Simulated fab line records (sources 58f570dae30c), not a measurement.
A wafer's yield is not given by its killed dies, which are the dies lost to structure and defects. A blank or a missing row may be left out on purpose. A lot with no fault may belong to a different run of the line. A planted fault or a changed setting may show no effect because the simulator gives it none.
Lot-split experiment -- flow berkeley-cmos170 -- 23 wafers read across 5 lots, on a route 331 steps long

== THE SPLIT ITSELF ==
At UCB170_FIELD_OXIDATION_01 (target thk 558.3 nm, ox time 7200 s), the setting ox-time-s was moved away from the recipe's 7200 s on 20 of the 23 wafers read, by -13.8% to +11.4%. All remaining wafers had this setting at the recipe value.

== FROM THE SPLIT TO THE READING: what the file shows between them, 5 steps ==
- UCB170_FIELD_THK_MEAS_02
- UCB170_FIELD_ANNEAL_03: time 1200 s
- UCB170_FIELD_WET_ETCH_04: etches SiO2 in dHF, time 60 s
- UCB170_FIELD_WET_ETCH_05: etches Si3N4 in H3PO4, time 12600 s
- UCB170_FIELD_WET_ETCH_06: etches SiO2 in BOE, time 22 s

== THE READING ==
FIELD_OXIDE_LEFT_1_THK at UCB170_FIELD_THK_MEAS_90, in nm. Fault-free wafers of this fab line usually give 441 nm, standard deviation 10 nm.

wafer,"tool, chamber at the split","ox-time-s as run, s",against the recipe,"FIELD_OXIDE_LEFT_1_THK, nm",against lot-mates on the recipe
L075.1,"furnace-01, 0",7200,recipe,439,-
L075.3,"furnace-01, 0",7200,recipe,436,-
L075.4,"furnace-01, 0",7200,recipe,429,-
L077.1,"-, -",7528,+4.6%,453,no lot-mate on the recipe
L077.2,"-, -",7528,+4.6%,461,no lot-mate on the recipe
L077.4,"-, -",7528,+4.6%,462,no lot-mate on the recipe
L077.5,"-, -",7528,+4.6%,461,no lot-mate on the recipe
L077.6,"-, -",7528,+4.6%,456,no lot-mate on the recipe
L078.1,"-, -",6389,-11.3%,386,no lot-mate on the recipe
L078.2,"-, -",6389,-11.3%,392,no lot-mate on the recipe
L078.4,"-, -",6389,-11.3%,386,no lot-mate on the recipe
L078.5,"-, -",6389,-11.3%,395,no lot-mate on the recipe
L078.6,"-, -",6389,-11.3%,393,no lot-mate on the recipe
L082.1,"-, -",6208,-13.8%,373,no lot-mate on the recipe
L082.2,"-, -",6208,-13.8%,381,no lot-mate on the recipe
L082.4,"-, -",6208,-13.8%,384,no lot-mate on the recipe
L082.5,"-, -",6208,-13.8%,375,no lot-mate on the recipe
L082.6,"-, -",6208,-13.8%,384,no lot-mate on the recipe
L083.2,"-, -",8018,+11.4%,501,no lot-mate on the recipe
L083.3,"-, -",8018,+11.4%,494,no lot-mate on the recipe
L083.4,"-, -",8018,+11.4%,500,no lot-mate on the recipe
L083.5,"-, -",8018,+11.4%,501,no lot-mate on the recipe
L083.6,"-, -",8018,+11.4%,492,no lot-mate on the recipe

THE FIT
A straight line over all 23 wafers: FIELD_OXIDE_LEFT_1_THK changes by +4.59 nm for each +1% of ox-time-s; r = +0.99; the points scatter about the line by 5.6 nm.
Too few moved wafers with a lot-mate on the recipe to fit a line net of each lot's own level.

== THE WHOLE CHAIN: every reading that the file lists as answering this split, in the file's order ==
step,what it does,reading,change (the file's fit),r (the file's)
UCB170_FIELD_OXIDATION_01,"target thk 558.3 nm, ox time 7200 s","SiO2_of_FIELD_OXIDATION_01.thk-nm (the simulator's own value, which no gauge read)",+4.63 nm for each +1% of the setting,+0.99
UCB170_FIELD_THK_MEAS_02,,FIELD_OXIDE_THK,+4.64 for each +1% of the setting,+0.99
UCB170_FIELD_THK_MEAS_90,,FIELD_OXIDE_LEFT_1_THK,+4.58 for each +1% of the setting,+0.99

== FILE'S OWN FIT ==
FIELD_OXIDE_LEFT_1_THK changes by +4.58 nm for each +1% of ox-time-s, r = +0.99.
